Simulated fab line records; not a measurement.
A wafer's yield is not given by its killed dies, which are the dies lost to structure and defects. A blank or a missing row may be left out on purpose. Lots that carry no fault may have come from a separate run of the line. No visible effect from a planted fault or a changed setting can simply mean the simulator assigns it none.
fab line records	flow ritCmos
record: lots: 14	wafers: 42	lastDay: 7
route steps=202 shown ACTIVE@1 NRETRO@63 PSD@150 M1@184
lots with no fault: from the same line, run without faults
startH: the number of hours between the record's first day and the start of the first shown wafer of the lot	waitH: how many hours have passed since the lot's step before this one	" same as the row above	L1.1+2: a single row standing in for several wafers	- no value, or no start given	* or withheld: withheld	< > ~ a bound
route shown NAME@n: NAME is a module with steps in the file, n the number in the route of the first one	usual: average and standard deviation across the fault-free wafers	same: alike in all rows	chamber/n: place in a boat	sites: each site's reading	_std_site: their standard deviation	_edge_site: outer sites' mean less inner sites'	radiusMm: for every site, how far away it sits from the centre of the wafer	mask NAME#n: copy n	behind: the tool/chamber that last shaped the wafer	hold: why the lot was held/for how many hours/how that ended	device: the transistor (n, p or np) that didn't switch	end of line: tests run on the same wafers once the route is complete	where a step has no rows: the recipe by itself	killed: dies that structure and defects cost at the first sort, which is not the same as the wafer's yield	map: a wafer's dies, x killed, . not, _ none there
set.NAME: the setting the step ran with; set.NAME@STEP: the setting that earlier step ran with	model.NAME: the simulator's own value behind a step, which no gauge read
steps of the route over a sample of lots; a table a step, a row a wafer
services: from which hour (startH, from the record's first day; less than 0 if before it) a tool's chamber was out of use, for how many hours, and why
== steps ==
step: RIT_ACTIVE_BOW_MEAS_00
recipe: mode: bow
usual: INCOMING_BOW: 1/6.3
lot.wafer	tool	chamber	startH	waitH	INCOMING_BOW[um]
L439.2	filmMetro-01	-	10.02	-	10
L439.5	"	-	"	"	-7
L439.6	"	-	"	"	5
L441.2	filmMetro-03	-	20.02	-	-6
L441.3	"	-	"	"	6
L441.6	"	-	"	"	-4
L442.2	filmMetro-02	-	25.02	-	1
L442.4	"	-	"	"	1
L442.5	"	-	"	"	1
L443.1	filmMetro-03	-	30.00	-	7
L443.3	"	-	"	"	-9
L443.6	"	-	"	"	1
L445.1	filmMetro-02	-	40.00	-	-4
L445.3	"	-	"	"	4
L445.5	"	-	"	"	-2
L446.1	filmMetro-01	-	45.00	-	-8
L446.2	"	-	"	"	-4
L446.6	"	-	"	"	-14
L447.3	filmMetro-01	-	50.04	-	2
L447.5	"	-	"	"	4
L447.6	"	-	"	"	-1
L448.4	filmMetro-01	-	55.06	-	-5
L448.5	"	-	"	"	2
L448.6	"	-	"	"	-2
L449.2	filmMetro-01	-	60.02	-	8
L449.4	"	-	"	"	-4
L449.5	"	-	"	"	-4
L450.1	filmMetro-03	-	65.00	-	5
L450.2	"	-	"	"	-5
L450.5	"	-	"	"	-5
L451.1	filmMetro-03	-	70.00	-	15
L451.3	"	-	"	"	7
L451.5	"	-	"	"	11
L452.3	filmMetro-03	-	75.04	-	2
L452.4	"	-	"	"	2
L452.5	"	-	"	"	8
L460.3	filmMetro-02	-	115.04	-	-1
L460.5	"	-	"	"	3
L460.6	"	-	"	"	-6
L461.1	filmMetro-02	-	120.00	-	1
L461.3	"	-	"	"	-2
L461.4	"	-	"	"	2
step: RIT_NRETRO_TW_MEAS_10
usual: NRETRO_TW: 1065/5
lot.wafer	tool	chamber	startH	waitH	NRETRO_TW
L439.2	filmMetro-02	-	29.89	0.1	1062
L439.5	"	-	"	"	1061
L439.6	"	-	"	"	1073
L441.2	filmMetro-01	-	42.54	0.1	1069
L441.3	"	-	"	"	1065
L441.6	"	-	"	"	1067
L442.2	filmMetro-01	-	47.50	0.1	1062
L442.4	"	-	"	"	1062
L442.5	"	-	"	"	1067
L443.1	filmMetro-01	-	53.78	0.1	1062
L443.3	"	-	"	"	1064
L443.6	"	-	"	"	1055
L445.1	filmMetro-01	-	60.80	0.1	1061
L445.3	"	-	"	"	1059
L445.5	"	-	"	"	1065
L446.1	filmMetro-01	-	66.37	0.1	1062
L446.2	"	-	"	"	1067
L446.6	"	-	"	"	1057
L447.3	filmMetro-01	-	70.55	0.1	1061
L447.5	"	-	"	"	1056
L447.6	"	-	"	"	1059
L448.4	filmMetro-02	-	75.52	0.1	1077
L448.5	"	-	"	"	1066
L448.6	"	-	"	"	1064
L449.2	filmMetro-01	-	85.37	0.1	1071
L449.4	"	-	"	"	1070
L449.5	"	-	"	"	1072
L450.1	filmMetro-02	-	86.09	0.1	1073
L450.2	"	-	"	"	1065
L450.5	"	-	"	"	1063
L451.1	filmMetro-03	-	90.44	0.1	1063
L451.3	"	-	"	"	1063
L451.5	"	-	"	"	1057
L452.3	filmMetro-02	-	94.87	0.1	1058
L452.4	"	-	"	"	1065
L452.5	"	-	"	"	1069
L460.3	filmMetro-01	-	135.16	0.1	1064
L460.5	"	-	"	"	1063
L460.6	"	-	"	"	1068
L461.1	filmMetro-02	-	140.63	0.1	1064
L461.3	"	-	"	"	1065
L461.4	"	-	"	"	1065
step: RIT_PSD_IMPLANT_08
recipe: species: BF2	energyKev: 27	doseCm2: 5e+15	tiltDeg: 7
usual: beamOnS: 12.4/0.47	doseIonsCm2: 5e+15/5.5e+12
lot.wafer	tool	chamber	startH	waitH	beamOnS	doseIonsCm2
L439.2	implanter-01	0	52.82	0.1	12.5	5.002e+15
L439.5	"	0	"	"	12.7	4.995e+15
L439.6	"	0	"	"	12.3	4.996e+15
L441.2	implanter-03	0	61.40	0.1	12.4	4.995e+15
L441.3	"	0	"	"	12.7	4.995e+15
L441.6	"	0	"	"	12.4	5e+15
L442.2	implanter-03	0	68.28	0.1	12.7	4.997e+15
L442.4	"	0	"	"	13.0	4.996e+15
L442.5	"	0	"	"	12.4	4.991e+15
L443.1	implanter-01	0	72.29	0.1	12.8	4.999e+15
L443.3	"	0	"	"	12.7	4.996e+15
L443.6	"	0	"	"	12.6	4.997e+15
L445.1	implanter-03	0	79.11	0.1	12.7	4.999e+15
L445.3	"	0	"	"	12.9	5.009e+15
L445.5	"	0	"	"	12.1	5.005e+15
L446.1	implanter-01	0	87.87	0.1	12.9	5.004e+15
L446.2	"	0	"	"	12.3	5e+15
L446.6	"	0	"	"	12.4	5.003e+15
L447.3	implanter-01	0	89.58	0.1	12.2	5e+15
L447.5	"	0	"	"	12.6	4.999e+15
L447.6	"	0	"	"	12.6	5.004e+15
L448.4	implanter-01	0	96.22	0.1	13.0	5.004e+15
L448.5	"	0	"	"	12.8	5.004e+15
L448.6	"	0	"	"	12.2	5.006e+15
L449.2	implanter-03	0	103.93	0.1	12.4	5.011e+15
L449.4	"	0	"	"	12.6	4.997e+15
L449.5	"	0	"	"	12.4	4.997e+15
L450.1	implanter-02	0	105.07	0.1	11.8	5.01e+15
L450.2	"	0	"	"	11.7	4.995e+15
L450.5	"	0	"	"	12.1	4.999e+15
L451.1	implanter-02	0	109.05	0.1	11.4	5.003e+15
L451.3	"	0	"	"	11.6	4.999e+15
L451.5	"	0	"	"	11.8	5.001e+15
L452.3	implanter-02	0	114.31	0.1	11.5	5.009e+15
L452.4	"	0	"	"	11.7	5.005e+15
L452.5	"	0	"	"	11.8	5.007e+15
L460.3	implanter-03	0	155.89	0.1	15.1	6.091e+15
L460.5	"	0	"	"	15.2	6.086e+15
L460.6	"	0	"	"	15.3	6.085e+15
L461.1	implanter-03	0	161.07	0.1	15.0	6.074e+15
L461.3	"	0	"	"	15.3	6.077e+15
L461.4	"	0	"	"	15.8	6.085e+15
step: RIT_PSD_TW_MEAS_10
usual: PSD_TW: 3452/21
lot.wafer	tool	chamber	startH	waitH	hold	PSD_TW
L439.2	filmMetro-01	-	53.13	0.1	-	3409
L439.5	"	-	"	"	-	3425
L439.6	"	-	"	"	-	3419
L441.2	filmMetro-03	-	61.71	0.1	-	3433
L441.3	"	-	"	"	-	3431
L441.6	"	-	"	"	-	3427
L442.2	filmMetro-02	-	68.59	0.1	-	3469
L442.4	"	-	"	"	-	3433
L442.5	"	-	"	"	-	3458
L443.1	filmMetro-02	-	72.61	0.1	-	3456
L443.3	"	-	"	"	-	3447
L443.6	"	-	"	"	-	3473
L445.1	filmMetro-01	-	79.44	0.1	-	3483
L445.3	"	-	"	"	-	3486
L445.5	"	-	"	"	-	3470
L446.1	filmMetro-03	-	88.19	0.1	-	3452
L446.2	"	-	"	"	-	3434
L446.6	"	-	"	"	-	3456
L447.3	filmMetro-01	-	89.88	0.1	-	3466
L447.5	"	-	"	"	-	3484
L447.6	"	-	"	"	-	3478
L448.4	filmMetro-01	-	96.50	0.1	-	3486
L448.5	"	-	"	"	-	3488
L448.6	"	-	"	"	-	3487
L449.2	filmMetro-02	-	104.24	0.1	-	3478
L449.4	"	-	"	"	-	3473
L449.5	"	-	"	"	-	3453
L450.1	filmMetro-02	-	105.40	0.1	-	3454
L450.2	"	-	"	"	-	3445
L450.5	"	-	"	"	-	3476
L451.1	filmMetro-01	-	109.37	0.1	-	3485
L451.3	"	-	"	"	-	3479
L451.5	"	-	"	"	-	3496
L452.3	filmMetro-02	-	114.60	0.1	-	3445
L452.4	"	-	"	"	-	3452
L452.5	"	-	"	"	-	3468
L460.3	filmMetro-03	-	156.19	0.1	-	3516
L460.5	"	-	"	"	-	3495
L460.6	"	-	"	"	-	3517
L461.1	filmMetro-01	-	161.39	0.1	awaitDispo/0.2h/release	3492
L461.3	"	-	"	"	awaitDispo/0.2h/release	3526
L461.4	"	-	"	"	awaitDispo/0.2h/release	3510
L461.1	filmMetro-01	-	161.62	0.2	-	3510
L461.3	"	-	"	"	-	3493
L461.4	"	-	"	"	-	3505
step: RIT_SDANNEAL_RS_MEAS_04
recipe: thkMeasGauge: four-point-probe
usual: PSD_RS: 115.87/0.26
lot.wafer	tool	chamber	startH	waitH	hold	PSD_RS[ohm/sq]
L439.2	filmMetro-03	-	53.66	0.1	-	115.60
L439.5	"	-	"	"	-	116.21
L439.6	"	-	"	"	-	116.16
L441.2	filmMetro-02	-	62.22	0.1	-	115.79
L441.3	"	-	"	"	-	115.59
L441.6	"	-	"	"	-	115.91
L442.2	filmMetro-01	-	69.12	0.1	-	115.93
L442.4	"	-	"	"	-	115.70
L442.5	"	-	"	"	-	116.04
L443.1	filmMetro-03	-	73.10	0.0	-	116.24
L443.3	"	-	"	"	-	115.89
L443.6	"	-	"	"	-	116.10
L445.1	filmMetro-03	-	79.92	0.0	-	115.48
L445.3	"	-	"	"	-	115.48
L445.5	"	-	"	"	-	115.59
L446.1	filmMetro-01	-	88.69	0.0	-	115.87
L446.2	"	-	"	"	-	115.71
L446.6	"	-	"	"	-	115.87
L447.3	filmMetro-02	-	90.41	0.1	-	116.26
L447.5	"	-	"	"	-	115.96
L447.6	"	-	"	"	-	115.99
L448.4	filmMetro-02	-	97.02	0.1	-	115.73
L448.5	"	-	"	"	-	115.83
L448.6	"	-	"	"	-	116.09
L449.2	filmMetro-01	-	104.74	0.1	-	116.04
L449.4	"	-	"	"	-	116.21
L449.5	"	-	"	"	-	115.98
L450.1	filmMetro-01	-	105.88	0.0	-	115.46
L450.2	"	-	"	"	-	115.28
L450.5	"	-	"	"	-	115.72
L451.1	filmMetro-01	-	109.86	0.0	-	115.92
L451.3	"	-	"	"	-	115.63
L451.5	"	-	"	"	-	115.67
L452.3	filmMetro-01	-	115.14	0.1	-	116.22
L452.4	"	-	"	"	-	115.78
L452.5	"	-	"	"	-	115.69
L460.3	filmMetro-02	-	156.73	0.1	awaitDispo/0.2h/release	113.45
L460.5	"	-	"	"	awaitDispo/0.2h/release	113.61
L460.6	"	-	"	"	awaitDispo/0.2h/release	113.31
L460.3	filmMetro-02	-	157.09	0.3	-	113.55
L460.5	"	-	"	"	-	113.75
L460.6	"	-	"	"	-	113.65
L461.1	filmMetro-03	-	162.11	0.0	awaitDispo/0.2h/release	113.09
L461.3	"	-	"	"	awaitDispo/0.2h/release	113.47
L461.4	"	-	"	"	awaitDispo/0.2h/release	113.79
L461.1	filmMetro-03	-	162.39	0.3	-	113.40
L461.3	"	-	"	"	-	113.12
L461.4	"	-	"	"	-	113.71
step: RIT_M1_SPUTTER_00
recipe: material: Al	targetThkNm: 400	powerW: 1978	chamberPressurePa: 0.4	gas: Ar	timeS: 500	substrateTempC: 25
usual: throttleValvePct: 30.1/1
lot.wafer	tool	chamber	startH	waitH	throttleValvePct
L439.2	pvdSputter-01	-	56.99	0.0	30.4
L439.5	"	-	"	"	32.4
L439.6	"	-	"	"	28.8
L441.2	pvdSputter-01	-	65.71	0.0	28.6
L441.3	"	-	"	"	32.0
L441.6	"	-	"	"	28.6
L442.2	pvdSputter-03	-	72.36	0.0	29.5
L442.4	"	-	"	"	29.5
L442.5	"	-	"	"	30.2
L443.1	pvdSputter-01	-	76.46	0.0	30.6
L443.3	"	-	"	"	29.2
L443.6	"	-	"	"	32.0
L445.1	pvdSputter-01	-	83.32	0.0	32.2
L445.3	"	-	"	"	28.8
L445.5	"	-	"	"	30.4
L446.1	pvdSputter-03	-	91.93	0.0	29.4
L446.2	"	-	"	"	30.3
L446.6	"	-	"	"	30.9
L447.3	pvdSputter-01	-	93.63	0.0	32.0
L447.5	"	-	"	"	28.8
L447.6	"	-	"	"	32.3
L448.4	pvdSputter-03	-	100.18	0.0	30.6
L448.5	"	-	"	"	29.4
L448.6	"	-	"	"	30.8
L449.2	pvdSputter-04	-	108.16	0.0	30.3
L449.4	"	-	"	"	29.7
L449.5	"	-	"	"	30.2
L450.1	pvdSputter-03	-	109.28	0.0	29.7
L450.2	"	-	"	"	29.8
L450.5	"	-	"	"	29.8
L451.1	pvdSputter-01	-	113.11	0.0	31.9
L451.3	"	-	"	"	30.4
L451.5	"	-	"	"	28.8
L452.3	pvdSputter-03	-	118.47	0.0	29.8
L452.4	"	-	"	"	29.7
L452.5	"	-	"	"	29.3
L460.3	pvdSputter-03	-	164.67	0.0	29.5
L460.5	"	-	"	"	29.6
L460.6	"	-	"	"	30.2
L461.1	pvdSputter-01	-	169.80	0.0	32.2
L461.3	"	-	"	"	28.7
L461.4	"	-	"	"	30.7
step: RIT_M1_PROBE_99
usual: killedAtContacts: 0.1/0.32	killedAtFrontEnd: 6.7/2.9	killedDies: 6.8/2.9	killedOpen: 3.3/1.7	killedShort: 3.4/2.1
same: grossDies: 264	killed_at_M0_to_M3: 0	killed_at_M4_up: 0	killedAtBackSide: 0	killedAtOther: 0
lot.wafer	tool	chamber	startH	waitH	killedAtContacts	killedAtFrontEnd	killedDies	killedOpen	killedShort
L439.2	prober-02	-	61.22	0.1	0	1	1	0	1
L439.5	prober-02	-	61.37	0.2	0	4	4	2	2
L439.6	prober-02	-	61.42	0.2	0	6	6	3	3
L441.2	prober-02	-	72.90	0.1	1	7	8	2	6
L441.3	prober-02	-	72.95	0.2	0	6	6	3	3
L441.6	prober-02	-	73.10	0.2	1	7	8	5	3
L442.2	prober-01	-	76.54	0.1	0	11	11	4	7
L442.4	prober-01	-	76.64	0.2	0	8	8	4	4
L442.5	prober-01	-	76.69	0.2	0	5	5	2	3
L443.1	prober-02	-	81.03	0.1	0	7	7	3	4
L443.3	prober-02	-	81.13	0.2	0	7	7	4	3
L443.6	prober-02	-	81.28	0.2	0	6	6	4	2
L445.1	prober-02	-	87.53	0.1	1	3	4	3	1
L445.3	prober-02	-	87.63	0.2	0	10	10	7	3
L445.5	prober-02	-	87.73	0.2	0	4	4	2	2
L446.1	prober-01	-	96.93	0.1	0	4	4	3	1
L446.2	prober-01	-	96.98	0.1	0	6	6	4	2
L446.6	prober-01	-	97.18	0.2	0	6	6	3	3
L447.3	prober-02	-	98.53	0.2	0	6	6	4	2
L447.5	prober-02	-	98.63	0.2	0	10	10	4	6
L447.6	prober-02	-	98.68	0.2	2	10	12	2	10
L448.4	prober-01	-	104.34	0.2	0	7	7	1	6
L448.5	prober-01	-	104.39	0.2	0	8	8	5	3
L448.6	prober-01	-	104.44	0.2	0	7	7	5	2
L449.2	prober-02	-	112.83	0.1	0	10	10	2	8
L449.4	prober-02	-	112.93	0.2	0	5	5	3	2
L449.5	prober-02	-	112.98	0.2	0	7	7	4	3
L450.1	prober-01	-	113.67	0.1	0	3	3	2	1
L450.2	prober-01	-	113.72	0.1	0	11	11	3	6
L450.5	prober-01	-	113.87	0.2	0	7	7	4	3
L451.1	prober-02	-	117.13	0.1	0	5	5	3	2
L451.3	prober-02	-	117.23	0.2	0	5	5	4	1
L451.5	prober-02	-	117.33	0.2	1	4	5	4	1
L452.3	prober-01	-	122.94	0.2	0	6	6	2	4
L452.4	prober-01	-	122.99	0.2	0	4	4	0	4
L452.5	prober-01	-	123.04	0.2	0	8	8	3	5
L460.3	prober-01	-	168.93	0.2	1	7	8	2	6
L460.5	prober-01	-	169.03	0.2	0	7	7	2	5
L460.6	prober-01	-	169.08	0.2	0	4	4	2	2
L461.1	prober-02	-	173.81	0.1	0	3	3	1	2
L461.3	prober-02	-	173.91	0.2	0	4	4	3	1
L461.4	prober-02	-	173.96	0.2	0	7	7	5	2
killed by level:class
L439.2 GATE:geometricParticle:short=1
L439.5 FOX2:geometricParticle:short=2 FOX2:geometricParticle:open=1 SPACER:geometricParticle:open=1
L439.6 GATE:geometricParticle:open=2 GATE:geometricParticle:short=2 FOX2:geometricParticle:short=1 REOX:geometricParticle:open=1
L441.2 SILICIDE:geometricParticle:short=3 FOX1:geometricParticle:short=2 GATE:geometricParticle:short=1 REOX:geometricParticle:open=1 CONTACT:geometricParticle:open=1
L441.3 GATE:geometricParticle:short=2 FOX2:geometricParticle:short=1 GATE:geometricParticle:open=1 REOX:geometricParticle:open=1 SILICIDE:geometricParticle:open=1
L441.6 REOX:geometricParticle:open=3 FOX1:geometricParticle:short=1 GATE:geometricParticle:short=1 REOX:geometricParticle:short=1 SILICIDE:geometricParticle:open=1 CONTACT:geometricParticle:open=1
L442.2 GATE:geometricParticle:short=5 GATE:geometricParticle:open=4 FOX1:geometricParticle:short=1 SPACER:geometricParticle:short=1
L442.4 GATE:geometricParticle:open=3 GATE:geometricParticle:short=2 SPACER:geometricParticle:short=2 SILICIDE:geometricParticle:open=1
L442.5 GATE:geometricParticle:open=2 GATE:geometricParticle:short=2 REOX:geometricParticle:short=1
L443.1 FOX1:geometricParticle:short=2 FOX2:geometricParticle:short=1 FOX1:geometricParticle:open=1 FOX2:geometricParticle:open=1 SPACER:geometricParticle:open=1 SILICIDE:geometricParticle:short=1
L443.3 REOX:geometricParticle:open=2 FOX1:geometricParticle:short=1 FOX1:geometricParticle:open=1 GATE:geometricParticle:open=1 GATE:geometricParticle:short=1 REOX:geometricParticle:short=1
L443.6 SILICIDE:geometricParticle:short=2 SILICIDE:geometricParticle:open=2 FOX1:geometricParticle:open=1 REOX:geometricParticle:open=1
L445.1 GATE:geometricParticle:short=1 GATE:geometricParticle:open=1 SILICIDE:geometricParticle:open=1 CONTACT:geometricParticle:open=1
L445.3 GATE:geometricParticle:open=5 GATE:geometricParticle:short=2 REOX:geometricParticle:open=1 REOX:geometricParticle:short=1 SPACER:geometricParticle:open=1
L445.5 GATE:geometricParticle:short=2 FOX1:geometricParticle:open=1 SPACER:geometricParticle:open=1
L446.1 GATE:geometricParticle:open=3 FOX2:geometricParticle:short=1
L446.2 GATE:geometricParticle:open=2 FOX1:geometricParticle:open=1 FOX1:geometricParticle:short=1 SPACER:geometricParticle:short=1 SPACER:geometricParticle:open=1
L446.6 FOX1:geometricParticle:short=1 REOX:geometricParticle:open=1 SPACER:geometricParticle:open=1 SPACER:geometricParticle:short=1 SILICIDE:geometricParticle:short=1 SILICIDE:geometricParticle:open=1
L447.3 FOX2:geometricParticle:open=1 GATE:geometricParticle:short=1 REOX:geometricParticle:open=1 SPACER:geometricParticle:short=1 SPACER:geometricParticle:open=1 SILICIDE:geometricParticle:open=1
L447.5 SPACER:geometricParticle:short=4 GATE:geometricParticle:short=2 SPACER:geometricParticle:open=2 REOX:geometricParticle:open=1 SILICIDE:geometricParticle:open=1
L447.6 REOX:geometricParticle:short=3 SPACER:geometricParticle:short=3 FOX1:geometricParticle:short=1 GATE:geometricParticle:short=1 REOX:geometricParticle:open=1 SILICIDE:geometricParticle:short=1 CONTACT:geometricParticle:open=1 CONTACT:geometricParticle:short=1
L448.4 FOX2:geometricParticle:short=2 FOX1:geometricParticle:short=1 GATE:geometricParticle:short=1 GATE:geometricParticle:open=1 SPACER:geometricParticle:short=1 SILICIDE:geometricParticle:short=1
L448.5 FOX1:geometricParticle:open=1 FOX1:geometricParticle:short=1 FOX2:geometricParticle:short=1 FOX2:geometricParticle:open=1 GATE:geometricParticle:open=1 REOX:geometricParticle:open=1 REOX:geometricParticle:short=1 SILICIDE:geometricParticle:open=1
L448.6 GATE:geometricParticle:open=3 FOX1:geometricParticle:open=1 REOX:geometricParticle:short=1 SPACER:geometricParticle:open=1 SILICIDE:geometricParticle:short=1
L449.2 GATE:geometricParticle:short=5 FOX2:geometricParticle:short=3 GATE:geometricParticle:open=1 SILICIDE:geometricParticle:open=1
L449.4 FOX1:geometricParticle:open=2 GATE:geometricParticle:short=2 SILICIDE:geometricParticle:open=1
L449.5 GATE:geometricParticle:short=2 GATE:geometricParticle:open=2 SILICIDE:geometricParticle:open=2 FOX1:geometricParticle:short=1
L450.1 REOX:geometricParticle:open=2 FOX1:geometricParticle:short=1
L450.2 GATE:geometricParticle:short=2 REOX:geometricParticle:short=2 NRETRO:coatMicrobubblePrinted=2 FOX1:geometricParticle:short=1 FOX2:geometricParticle:open=1 GATE:geometricParticle:open=1 REOX:geometricParticle:open=1 SPACER:geometricParticle:short=1
L450.5 FOX1:geometricParticle:open=2 FOX1:geometricParticle:short=1 GATE:geometricParticle:short=1 REOX:geometricParticle:short=1 REOX:geometricParticle:open=1 SILICIDE:geometricParticle:open=1
L451.1 SILICIDE:geometricParticle:short=2 SILICIDE:geometricParticle:open=2 GATE:geometricParticle:open=1
L451.3 GATE:geometricParticle:open=2 FOX1:geometricParticle:open=1 REOX:geometricParticle:open=1 REOX:geometricParticle:short=1
L451.5 SILICIDE:geometricParticle:open=2 GATE:geometricParticle:open=1 GATE:geometricParticle:short=1 CONTACT:geometricParticle:open=1
L452.3 GATE:geometricParticle:short=2 REOX:geometricParticle:short=2 FOX2:geometricParticle:open=1 SILICIDE:geometricParticle:open=1
L452.4 FOX1:geometricParticle:short=2 GATE:geometricParticle:short=1 SPACER:geometricParticle:short=1
L452.5 GATE:geometricParticle:short=2 FOX1:geometricParticle:short=1 FOX1:geometricParticle:open=1 FOX2:geometricParticle:short=1 FOX2:geometricParticle:open=1 GATE:geometricParticle:open=1 SPACER:geometricParticle:short=1
L460.3 GATE:geometricParticle:short=3 FOX1:geometricParticle:short=2 GATE:geometricParticle:open=1 REOX:geometricParticle:open=1 CONTACT:geometricParticle:short=1
L460.5 GATE:geometricParticle:short=2 REOX:geometricParticle:short=2 FOX2:geometricParticle:short=1 GATE:geometricParticle:open=1 SPACER:geometricParticle:open=1
L460.6 GATE:geometricParticle:short=2 FOX2:geometricParticle:open=1 GATE:geometricParticle:open=1
L461.1 FOX1:geometricParticle:short=1 GATE:geometricParticle:short=1 GATE:geometricParticle:open=1
L461.3 REOX:geometricParticle:open=2 FOX1:geometricParticle:open=1 SILICIDE:geometricParticle:short=1
L461.4 FOX1:geometricParticle:open=1 SPACER:geometricParticle:open=1 FOX2:geometricParticle:open=1 GATE:geometricParticle:open=1 GATE:geometricParticle:short=1 REOX:geometricParticle:open=1 SILICIDE:geometricParticle:short=1
== services ==
tool	chamber	startH	hours	kind
implanter-01	-	37.77	5.6	repair
pvdSputter-03	-	39.87	4.0	repair
pvdSputter-03	-	49.02	1.1	repair
implanter-01	-	60.20	2.7	pm
pvdSputter-01	-	85.01	2.2	repair
pvdSputter-04	-	103.01	4.5	repair
pvdSputter-03	-	110.40	2.4	repair
pvdSputter-01	-	115.29	4.9	repair
implanter-02	-	119.42	4.1	repair
== key ==
firstSign: step: RIT_PSD_IMPLANT_08	reading: doseIonsCm2	direction: up	sigmas: 99+	usual: 5e+15	struck: 6.083e+15
effect: step: RIT_PSD_IMPLANT_08	reading: beamOnS	direction: up	sigmas: 6.2	usual: 12.4	struck: 15.3
effect: step: RIT_PSD_TW_MEAS_10	reading: visit	direction: added
effect: step: RIT_SDANNEAL_RS_MEAS_04	reading: visit	direction: added
effect: step: RIT_SDANNEAL_RS_MEAS_04	reading: PSD_RS	direction: down	sigmas: 9.4	usual: 115.87	struck: 113.45
metAt RIT_PSD_IMPLANT_08
struckLots L460,L461
testerLeftOut L460,L461
notActingAt RIT_ACTIVE_BOW_MEAS_00,RIT_NRETRO_TW_MEAS_10,RIT_M1_SPUTTER_00
onsetBetween 103.93 155.89
fault: kind: processParameterDrift	tool: implanter-03	chamber: -	onsetH: 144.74	steps: RIT_PSD_IMPLANT_08	channel: doseCm2	offset: 1.076e+15	shape: step	endH: 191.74	actsIn: theseRecipesOnly	stated: 5e+15
testerLeftOut: of these lots the tester's yield and bins aren't shown, on N5 and GAA mostly nor the transistor test; their killed dies are dies lost to structure and defects alone, not to doping, threshold or leakage, so they don't give the yield
